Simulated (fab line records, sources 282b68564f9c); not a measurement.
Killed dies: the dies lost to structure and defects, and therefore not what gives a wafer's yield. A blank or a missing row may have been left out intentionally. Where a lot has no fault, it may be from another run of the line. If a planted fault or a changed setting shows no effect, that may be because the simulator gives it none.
fab line records	flow rit_cmos
[record] lots = 14	wafers = 42	last_day = 8
route steps=202 shown NRETRO@59 NLDD@108 PLDD@123 M1@202
lots that met no fault: from a run of the same line without faults
start_h: start of the lot's first displayed wafer, in hours after the record's first day	wait_h: how many hours have passed since the lot's step before this one	" identical to the entry in the row above	L1.1+2: a row that stands for several wafers	- no value, or no start given	* or withheld: withheld	< > ~ a bound
route shown NAME@n: NAME is a module with steps in the file, n the number in the route of the first one	usual: mean and standard deviation over wafers with no fault	same: alike in all rows	chamber/n: place in a boat	sites: per-site readings	_std_site: how widely they spread, as a standard deviation	_edge_site: inner sites' mean taken away from outer sites' mean	radius_mm: how far each site lies from the wafer's centre	mask NAME#n: copy n	behind: the most recent tool/chamber to have shaped the wafer	hold: what put the lot on hold/how long, in hours/how the hold closed	device: the n, p or np transistor that did not switch	end of line: the tests these same wafers got at the end of their route	step lacking rows: just its recipe	killed: dies lost to structure and defects at the first sort, not the wafer's yield	map: the dies of a wafer, with x for killed, . for not killed, _ for no die there
set.NAME: setting as actually run; set.NAME@STEP: the setting as run at that earlier step	model.NAME: the simulator's own value behind a step, which no gauge read
the route's steps for a sample of lots (tables are steps, rows are wafers)
services: when a tool's chamber went out of use (start_h, in hours from the record's first day, below 0 if earlier), for how many hours, and the reason
[[steps]]
[step RIT_NRETRO_OVL_MEAS_06]
[usual] NRETRO_OVL = 0.6/1.5
lot.wafer	tool	chamber	start_h	wait_h	NRETRO_OVL[nm]
L902.1	overlay-01	-	32.50	-	1.7
L902.4	"	-	"	"	1.6
L902.5	"	-	"	"	1.3
L903.1	overlay-01	-	40.22	-	0.4
L903.2	"	-	"	"	0.7
L903.4	"	-	"	"	-2.0
L905.2	overlay-01	-	49.96	-	-0.4
L905.3	"	-	"	"	0.3
L905.5	"	-	"	"	-0.6
L906.1	overlay-01	-	57.85	-	1.8
L906.3	"	-	"	"	0.8
L906.6	"	-	"	"	1.9
L907.4	overlay-01	-	62.13	-	-1.8
L907.5	"	-	"	"	-1.7
L907.6	"	-	"	"	-0.3
L908.1	overlay-01	-	64.77	-	0.8
L908.4	"	-	"	"	0.5
L908.6	"	-	"	"	0.1
L912.1	overlay-01	-	85.96	-	3.2
L912.2	"	-	"	"	1.9
L912.5	"	-	"	"	2.6
L913.1	overlay-01	-	88.70	-	0.8
L913.4	"	-	"	"	-1.6
L913.6	"	-	"	"	-0.4
L914.3	overlay-02	-	93.45	-	0.5
L914.4	"	-	"	"	0.8
L914.5	"	-	"	"	0.1
L919.4	overlay-01	-	120.13	-	1.5
L919.5	"	-	"	"	1.9
L919.6	"	-	"	"	0.6
L922.3	overlay-02	-	132.56	-	-0.3
L922.4	"	-	"	"	-0.1
L922.6	"	-	"	"	0.1
L923.1	overlay-02	-	137.51	-	-0.4
L923.5	"	-	"	"	-0.7
L923.6	"	-	"	"	1.1
L924.3	overlay-01	-	142.75	-	-1.9
L924.4	"	-	"	"	-0.1
L924.6	"	-	"	"	1.9
L925.2	overlay-02	-	147.70	-	2.6
L925.4	"	-	"	"	1.8
L925.5	"	-	"	"	2.1
[step RIT_NLDD_DEVELOP_05]
[recipe] resist = NOVOLAK	develop_time_s = 50	dev_temp_c = 23
[usual] developer_temp_C = 22.99/0.1
lot.wafer	tool	chamber	start_h	wait_h	developer_temp_C
L902.1	litho_track-03	0	52	-	22.91
L902.4	"	0	"	"	22.98
L902.5	"	0	"	"	22.94
L903.1	litho_track-02	0	56	-	22.88
L903.2	"	0	"	"	23.00
L903.4	"	0	"	"	23.07
L905.2	litho_track-02	0	67	-	23.04
L905.3	"	0	"	"	23.15
L905.5	"	0	"	"	22.99
L906.1	litho_track-03	0	74	-	22.94
L906.3	"	0	"	"	22.98
L906.6	"	0	"	"	22.91
L907.4	litho_track-01	0	77	-	22.88
L907.5	"	0	"	"	22.99
L907.6	"	0	"	"	22.99
L908.1	litho_track-02	0	80	-	22.04
L908.4	"	0	"	"	22.17
L908.6	"	0	"	"	22.09
L912.1	litho_track-02	0	97	-	22.08
L912.2	"	0	"	"	22.16
L912.5	"	0	"	"	22.10
L913.1	litho_track-01	0	102	-	23.00
L913.4	"	0	"	"	22.99
L913.6	"	0	"	"	22.93
L914.3	litho_track-01	0	106	-	22.93
L914.4	"	0	"	"	22.71
L914.5	"	0	"	"	22.79
L919.4	litho_track-01	0	132	-	22.95
L919.5	"	0	"	"	23.08
L919.6	"	0	"	"	23.01
L922.3	litho_track-03	0	145	-	23.09
L922.4	"	0	"	"	23.08
L922.6	"	0	"	"	23.06
L923.1	litho_track-03	0	152	-	23.04
L923.5	"	0	153	-	22.96
L923.6	"	0	"	"	23.03
L924.3	litho_track-01	0	159	-	23.07
L924.4	"	0	"	"	23.00
L924.6	"	0	"	"	22.90
L925.2	litho_track-01	0	166	-	23.18
L925.4	"	0	"	"	23.05
L925.5	"	0	"	"	23.15
[step RIT_NLDD_STRIP_09]
[recipe] chemistry = O2	time_s = 180	resist = NOVOLAK	platen_temp_c = withheld	power_w = 500	pressure_mtorr = 4000	o2_flow_sccm = 4000
[usual] chamber_pressure_mTorr = 4001/3.7	drypump_motor_current_A = 5.8/0.34	o2_flow_sccm = 3997/12
lot.wafer	tool	chamber	start_h	wait_h	chamber_pressure_mTorr	drypump_motor_current_A	o2_flow_sccm	rf_hours_counter_h
L902.1	plasma_asher-04	1	52.76	0.1	4002	5.7	3998	36
L902.4	"	0	"	"	3996	5.3	3974	-
L902.5	"	0	"	"	3996	5.3	3998	-
L903.1	plasma_asher-04	0	57.24	0.1	4005	5.4	4012	36
L903.2	"	1	"	"	4006	5.7	3984	36
L903.4	"	1	"	"	3995	5.7	3993	-
L905.2	plasma_asher-02	0	68.24	0.1	4004	6.3	4008	43
L905.3	"	1	"	"	4003	5.7	4010	-
L905.5	"	1	"	"	4003	5.7	4001	-
L906.1	plasma_asher-04	0	74.94	0.1	3997	5.3	4007	38
L906.3	"	0	"	"	3998	5.3	3999	-
L906.6	"	1	"	"	4005	5.7	3999	-
L907.4	plasma_asher-04	1	77.58	0.1	4000	5.7	3985	-
L907.5	"	0	"	"	4004	5.3	3998	-
L907.6	"	1	"	"	4002	5.7	3986	-
L908.1	plasma_asher-04	1	81.32	0.1	4006	5.7	3986	38
L908.4	"	0	"	"	3998	5.3	4022	-
L908.6	"	1	"	"	4002	5.7	3984	-
L912.1	plasma_asher-02	1	98.30	0.1	4002	5.7	3977	46
L912.2	"	0	"	"	4001	6.3	4004	46
L912.5	"	0	"	"	4003	6.3	3993	-
L913.1	plasma_asher-02	0	103.13	0.1	3998	6.3	4003	47
L913.4	"	0	"	"	4001	6.3	4011	-
L913.6	"	0	"	"	3997	6.3	4006	-
L914.3	plasma_asher-01	1	107.26	0.1	3995	5.6	3994	-
L914.4	"	0	"	"	4000	6.2	4011	-
L914.5	"	1	"	"	4004	5.6	3998	-
L919.4	plasma_asher-04	0	133.36	0.1	4000	5.3	4017	-
L919.5	"	0	"	"	3998	5.3	4000	-
L919.6	"	1	"	"	3999	5.7	3991	-
L922.3	plasma_asher-01	0	146.09	0.1	4007	6.2	3986	-
L922.4	"	1	"	"	3999	5.6	4002	-
L922.6	"	0	"	"	4000	6.2	4017	-
L923.1	plasma_asher-02	1	153.41	0.1	3999	5.7	4023	53
L923.5	"	0	"	"	3996	6.3	4000	-
L923.6	"	1	"	"	3999	5.7	3985	-
L924.3	plasma_asher-01	0	160.26	0.1	4001	6.2	4008	-
L924.4	"	1	"	"	4001	5.6	4005	-
L924.6	"	1	"	"	4001	5.6	4006	-
L925.2	plasma_asher-01	1	167.27	0.1	4001	5.6	3982	39
L925.4	"	0	"	"	4005	6.2	4001	-
L925.5	"	0	"	"	4001	6.2	4009	-
[step RIT_PLDD_STRIP_09]
[recipe] chemistry = O2	time_s = 180	resist = NOVOLAK	platen_temp_c = withheld	power_w = 500	pressure_mtorr = 4000	o2_flow_sccm = 4000
[usual] chamber_pressure_mTorr = 4000/3.9	drypump_motor_current_A = 5.7/0.33	o2_flow_sccm = 4004/11
lot.wafer	tool	chamber	start_h	wait_h	chamber_pressure_mTorr	drypump_motor_current_A	o2_flow_sccm	rf_hours_counter_h
L902.1	plasma_asher-02	0	54.18	0.1	4002	6.3	3996	42
L902.4	"	1	"	"	3998	5.7	3989	-
L902.5	"	0	"	"	4002	6.3	3992	-
L903.1	plasma_asher-04	0	58.79	0.1	3998	5.3	3999	36
L903.2	"	1	"	"	4002	5.7	4006	36
L903.4	"	0	"	"	4008	5.3	3998	-
L905.2	plasma_asher-02	0	69.79	0.1	4004	6.3	4000	43
L905.3	"	1	"	"	3999	5.7	4008	-
L905.5	"	1	"	"	4003	5.7	4003	-
L906.1	plasma_asher-02	1	76.49	0.1	4003	5.7	4021	44
L906.3	"	1	"	"	3997	5.7	4016	-
L906.6	"	1	"	"	3999	5.7	4008	-
L907.4	plasma_asher-03	0	79.00	0.1	3995	5.8	3996	-
L907.5	"	0	"	"	4001	5.8	4018	-
L907.6	"	1	"	"	4002	5.3	4005	-
L908.1	plasma_asher-04	0	82.90	0.1	3998	5.3	4002	39
L908.4	"	0	"	"	3995	5.3	4017	-
L908.6	"	0	"	"	4001	5.3	4010	-
L912.1	plasma_asher-02	0	99.72	0.1	4003	6.3	3986	47
L912.2	"	1	"	"	3997	5.7	4028	47
L912.5	"	1	"	"	4000	5.7	4014	-
L913.1	plasma_asher-04	1	104.74	0.1	3993	5.7	4010	41
L913.4	"	1	"	"	3995	5.7	3997	-
L913.6	"	1	"	"	3996	5.7	3988	-
L914.3	plasma_asher-02	1	108.79	0.1	3989	5.7	4009	-
L914.4	"	0	"	"	3998	6.3	4006	-
L914.5	"	0	"	"	4003	6.3	3996	-
L919.4	plasma_asher-04	0	134.78	0.1	3995	5.3	4015	-
L919.5	"	1	"	"	4003	5.7	3987	-
L919.6	"	0	"	"	4002	5.3	4007	-
L922.3	plasma_asher-04	1	147.71	0.1	3996	5.7	3999	-
L922.4	"	0	"	"	3997	5.3	3992	-
L922.6	"	1	"	"	3997	5.7	3989	-
L923.1	plasma_asher-04	0	154.83	0.1	4000	5.3	4000	4
L923.5	"	1	"	"	3997	5.7	4003	-
L923.6	"	0	"	"	4006	5.3	4013	-
L924.3	plasma_asher-04	0	161.68	0.1	3994	5.3	4030	-
L924.4	"	1	"	"	3999	5.7	3996	-
L924.6	"	1	"	"	4002	5.7	4003	-
L925.2	plasma_asher-02	1	168.76	0.1	3998	5.7	3997	55
L925.4	"	0	"	"	3999	6.3	4011	-
L925.5	"	1	"	"	3998	5.7	3997	-
[step RIT_M1_PROBE_99]
[usual] killed_at_contacts = 0.0/0.23	killed_at_front_end = 7/3.1	killed_dies = 7/3.1	killed_on_rim = 1.8/1.3	killed_open = 3.3/2	killed_short = 3.5/1.9
[same] gross_dies = 264	killed_at_M0_to_M3 = 0	killed_at_M4_up = 0	killed_at_back_side = 0	killed_at_other = 0
lot.wafer	tool	chamber	start_h	wait_h	killed_at_contacts	killed_at_front_end	killed_dies	killed_on_rim	killed_open	killed_short
L902.1	prober-02	-	68.21	0.1	0	5	5	1	3	2
L902.4	prober-02	-	68.36	0.2	0	6	6	0	1	5
L902.5	prober-02	-	68.41	0.2	0	6	6	4	3	3
L903.1	prober-01	-	72.39	0.1	0	8	8	2	6	2
L903.2	prober-01	-	72.44	0.1	0	4	4	2	1	3
L903.4	prober-01	-	72.54	0.2	0	5	5	0	2	3
L905.2	prober-01	-	84.38	0.1	0	5	5	3	4	1
L905.3	prober-01	-	84.43	0.2	0	8	8	2	4	4
L905.5	prober-01	-	84.53	0.2	0	11	11	5	6	5
L906.1	prober-02	-	90.63	0.1	0	11	11	6	3	8
L906.3	prober-02	-	90.73	0.2	0	7	7	2	5	2
L906.6	prober-02	-	90.88	0.2	0	12	12	2	5	7
L907.4	prober-01	-	93.22	0.2	0	3	3	0	0	3
L907.5	prober-01	-	93.27	0.2	0	4	4	3	2	2
L907.6	prober-01	-	93.32	0.2	0	5	5	1	4	1
L908.1	prober-02	-	96.97	0.1	0	5	5	0	4	1
L908.4	prober-02	-	97.12	0.2	0	9	9	2	4	5
L908.6	prober-02	-	97.22	0.2	0	10	10	0	4	6
L912.1	prober-02	-	113.71	0.1	0	6	6	2	2	2
L912.2	prober-02	-	113.76	0.1	0	5	5	0	2	3
L912.5	prober-02	-	113.91	0.2	0	5	5	1	3	2
L913.1	prober-01	-	118.53	0.1	0	4	4	1	0	4
L913.4	prober-01	-	118.68	0.2	0	8	8	3	3	5
L913.6	prober-01	-	118.78	0.2	0	5	5	1	2	3
L914.3	prober-02	-	122.85	0.2	0	4	4	1	1	3
L914.4	prober-02	-	122.90	0.2	0	10	10	4	2	8
L914.5	prober-02	-	122.95	0.2	0	12	12	3	5	7
L919.4	prober-01	-	148.79	0.2	0	4	4	1	3	1
L919.5	prober-01	-	148.84	0.2	2	9	11	2	4	7
L919.6	prober-01	-	148.89	0.2	0	6	6	1	0	6
L922.3	prober-02	-	161.64	0.2	0	8	8	3	6	2
L922.4	prober-02	-	161.69	0.2	0	7	7	0	1	6
L922.6	prober-02	-	161.79	0.2	0	1	1	0	0	1
L923.1	prober-01	-	169.19	0.1	0	5	5	1	1	4
L923.5	prober-01	-	169.39	0.2	0	5	5	2	2	3
L923.6	prober-01	-	169.44	0.2	0	5	5	1	2	3
L924.3	prober-02	-	175.34	0.2	0	3	3	2	2	1
L924.4	prober-02	-	175.39	0.2	0	5	5	0	1	4
L924.6	prober-02	-	175.49	0.2	0	7	7	3	4	3
L925.2	prober-01	-	182.41	0.1	0	8	8	1	2	6
L925.4	prober-01	-	182.51	0.2	0	10	10	1	5	5
L925.5	prober-01	-	182.56	0.2	0	0	0	0	0	0
// killed by level:class
L902.1 FOX1:geometric_particle:open=1 GATE:geometric_particle:open=1 GATE:geometric_particle:short=1 SPACER:geometric_particle:short=1 SPACER:geometric_particle:open=1
L902.4 FOX1:geometric_particle:short=2 GATE:geometric_particle:short=2 FOX2:geometric_particle:short=1 GATE:geometric_particle:open=1
L902.5 FOX1:geometric_particle:short=3 FOX1:geometric_particle:open=1 FOX2:geometric_particle:open=1 GATE:geometric_particle:open=1
L903.1 GATE:geometric_particle:open=3 ACTIVE:geometric_particle:open=1 GATE:geometric_particle:short=1 REOX:geometric_particle:open=1 SILICIDE:geometric_particle:open=1 SILICIDE:geometric_particle:short=1
L903.2 SILICIDE:geometric_particle:short=2 GATE:geometric_particle:open=1 GATE:geometric_particle:short=1
L903.4 SILICIDE:geometric_particle:short=2 GATE:geometric_particle:open=1 REOX:geometric_particle:open=1 SPACER:geometric_particle:short=1
L905.2 SILICIDE:geometric_particle:open=2 FOX1:geometric_particle:open=1 GATE:geometric_particle:open=1 SILICIDE:geometric_particle:short=1
L905.3 REOX:geometric_particle:short=2 FOX1:geometric_particle:open=1 FOX2:geometric_particle:open=1 GATE:geometric_particle:short=1 GATE:geometric_particle:open=1 SPACER:geometric_particle:open=1 SPACER:geometric_particle:short=1
L905.5 GATE:geometric_particle:open=3 FOX1:geometric_particle:short=2 GATE:geometric_particle:short=1 REOX:geometric_particle:open=1 REOX:geometric_particle:short=1 SPACER:geometric_particle:short=1 SPACER:geometric_particle:open=1 SILICIDE:geometric_particle:open=1
L906.1 SILICIDE:geometric_particle:short=5 GATE:geometric_particle:short=2 REOX:geometric_particle:open=1 SPACER:geometric_particle:open=1 SPACER:geometric_particle:short=1 SILICIDE:geometric_particle:open=1
L906.3 GATE:geometric_particle:open=3 SPACER:geometric_particle:short=2 REOX:geometric_particle:open=1 SPACER:geometric_particle:open=1
L906.6 GATE:geometric_particle:short=5 SILICIDE:geometric_particle:short=2 SILICIDE:geometric_particle:open=2 ACTIVE:geometric_particle:open=1 REOX:geometric_particle:open=1 SPACER:geometric_particle:open=1
L907.4 GATE:geometric_particle:short=2 FOX1:geometric_particle:short=1
L907.5 GATE:geometric_particle:open=2 GATE:geometric_particle:short=1 SILICIDE:geometric_particle:short=1
L907.6 REOX:geometric_particle:open=2 SILICIDE:geometric_particle:open=2 GATE:geometric_particle:short=1
L908.1 GATE:geometric_particle:open=2 SILICIDE:geometric_particle:open=2 REOX:geometric_particle:short=1
L908.4 GATE:geometric_particle:open=2 SPACER:geometric_particle:open=2 FOX1:geometric_particle:short=1 FOX2:geometric_particle:short=1 GATE:geometric_particle:short=1 SPACER:geometric_particle:short=1 SILICIDE:geometric_particle:short=1
L908.6 SPACER:geometric_particle:short=2 FOX1:geometric_particle:open=1 FOX1:geometric_particle:short=1 GATE:geometric_particle:open=1 GATE:geometric_particle:short=1 REOX:geometric_particle:short=1 SPACER:geometric_particle:open=1 SILICIDE:geometric_particle:short=1
L912.1 GATE:geometric_particle:short=1 GATE:geometric_particle:open=1 SPACER:geometric_particle:short=1 SPACER:geometric_particle:open=1 PWELL:coat_microbubble_printed=1 NRETRO:coat_microbubble_printed=1
L912.2 GATE:geometric_particle:open=2 FOX1:geometric_particle:short=1 REOX:geometric_particle:short=1 SILICIDE:geometric_particle:short=1
L912.5 GATE:geometric_particle:open=2 GATE:geometric_particle:short=2 REOX:geometric_particle:open=1
L913.1 GATE:geometric_particle:short=2 REOX:geometric_particle:short=1 SILICIDE:geometric_particle:short=1
L913.4 FOX2:geometric_particle:open=2 FOX1:geometric_particle:short=1 FOX2:geometric_particle:short=1 GATE:geometric_particle:open=1 GATE:geometric_particle:short=1 SPACER:geometric_particle:short=1 SILICIDE:geometric_particle:short=1
L913.6 FOX1:geometric_particle:short=1 GATE:geometric_particle:short=1 GATE:geometric_particle:open=1 SILICIDE:geometric_particle:open=1 SILICIDE:geometric_particle:short=1
L914.3 SILICIDE:geometric_particle:short=2 FOX1:geometric_particle:short=1 SPACER:geometric_particle:open=1
L914.4 GATE:geometric_particle:short=3 SILICIDE:geometric_particle:short=2 ACTIVE:geometric_particle:short=1 FOX1:geometric_particle:short=1 FOX2:geometric_particle:open=1 REOX:geometric_particle:open=1 REOX:geometric_particle:short=1
L914.5 REOX:geometric_particle:short=6 GATE:geometric_particle:open=3 ACTIVE:geometric_particle:open=1 FOX2:geometric_particle:open=1 GATE:geometric_particle:short=1
L919.4 GATE:geometric_particle:open=1 REOX:geometric_particle:open=1 SILICIDE:geometric_particle:open=1 SILICIDE:geometric_particle:short=1
L919.5 REOX:geometric_particle:short=3 SPACER:geometric_particle:open=2 CONTACT:geometric_particle:short=2 GATE:geometric_particle:open=1 REOX:geometric_particle:open=1 SPACER:geometric_particle:short=1 SILICIDE:geometric_particle:short=1
L919.6 SPACER:geometric_particle:short=3 SILICIDE:geometric_particle:short=2 REOX:geometric_particle:short=1
L922.3 SPACER:geometric_particle:open=3 REOX:geometric_particle:open=2 FOX2:geometric_particle:short=1 REOX:geometric_particle:short=1 SILICIDE:geometric_particle:open=1
L922.4 GATE:geometric_particle:short=3 REOX:geometric_particle:short=2 REOX:geometric_particle:open=1 SILICIDE:geometric_particle:short=1
L922.6 GATE:geometric_particle:short=1
L923.1 SILICIDE:geometric_particle:short=3 SPACER:geometric_particle:short=1 SILICIDE:geometric_particle:open=1
L923.5 FOX1:geometric_particle:short=1 SPACER:geometric_particle:short=1 SPACER:geometric_particle:open=1 SILICIDE:geometric_particle:short=1 SILICIDE:geometric_particle:open=1
L923.6 GATE:geometric_particle:open=2 FOX1:geometric_particle:short=1 GATE:geometric_particle:short=1 REOX:geometric_particle:short=1
L924.3 GATE:geometric_particle:open=2 GATE:geometric_particle:short=1
L924.4 SILICIDE:geometric_particle:short=2 FOX1:geometric_particle:open=1 FOX2:geometric_particle:short=1 GATE:geometric_particle:short=1
L924.6 FOX1:geometric_particle:short=2 FOX2:geometric_particle:open=1 GATE:geometric_particle:open=1 SPACER:geometric_particle:open=1 SILICIDE:geometric_particle:open=1 SILICIDE:geometric_particle:short=1
L925.2 GATE:geometric_particle:short=3 FOX2:geometric_particle:open=2 FOX1:geometric_particle:short=1 FOX2:geometric_particle:short=1 REOX:geometric_particle:short=1
L925.4 FOX1:geometric_particle:open=3 FOX1:geometric_particle:short=2 FOX2:geometric_particle:open=2 GATE:geometric_particle:short=1 REOX:geometric_particle:short=1 SILICIDE:geometric_particle:short=1
L925.5
[[services]]
tool	chamber	start_h	hours	kind
plasma_asher-01	-	39.76	1.2	repair
plasma_asher-04	-	62.61	0.7	repair
plasma_asher-04	-	91.79	1.4	repair
plasma_asher-04	-	99.32	2.8	repair
plasma_asher-04	-	108.75	9.0	pm
plasma_asher-04	0	108.75	9.0	vent_cycle
plasma_asher-04	1	108.75	9.0	vent_cycle
plasma_asher-04	0	117.75	-	clean
plasma_asher-04	1	117.75	-	clean
plasma_asher-03	-	141.43	21.0	repair
plasma_asher-04	-	167.71	2.4	repair
[[key]]
[first_sign] step = RIT_NLDD_DEVELOP_05	reading = developer_temp_C	direction = down	sigmas = 8.7	usual = *	struck = *
effect none on later readings
met_at RIT_NLDD_DEVELOP_05
struck_lots L908,L912
tester_left_out L908,L912
not_acting_at RIT_NRETRO_OVL_MEAS_06,RIT_NLDD_STRIP_09,RIT_PLDD_STRIP_09
onset_between 67 80
[fault] kind = process_parameter_drift	tool = litho_track-02	chamber = -	onset_h = 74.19	steps = RIT_NLDD_DEVELOP_05	channel = dev_temp_c	offset = *	shape = step	end_h = 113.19	acts_in = *	stated = *
// tester_left_out: of these lots the tester's yield and bins aren't shown, on N5 and GAA mostly nor the transistor test; their killed dies are dies lost to structure and defects alone, not to doping, threshold or leakage, so they don't give the yield
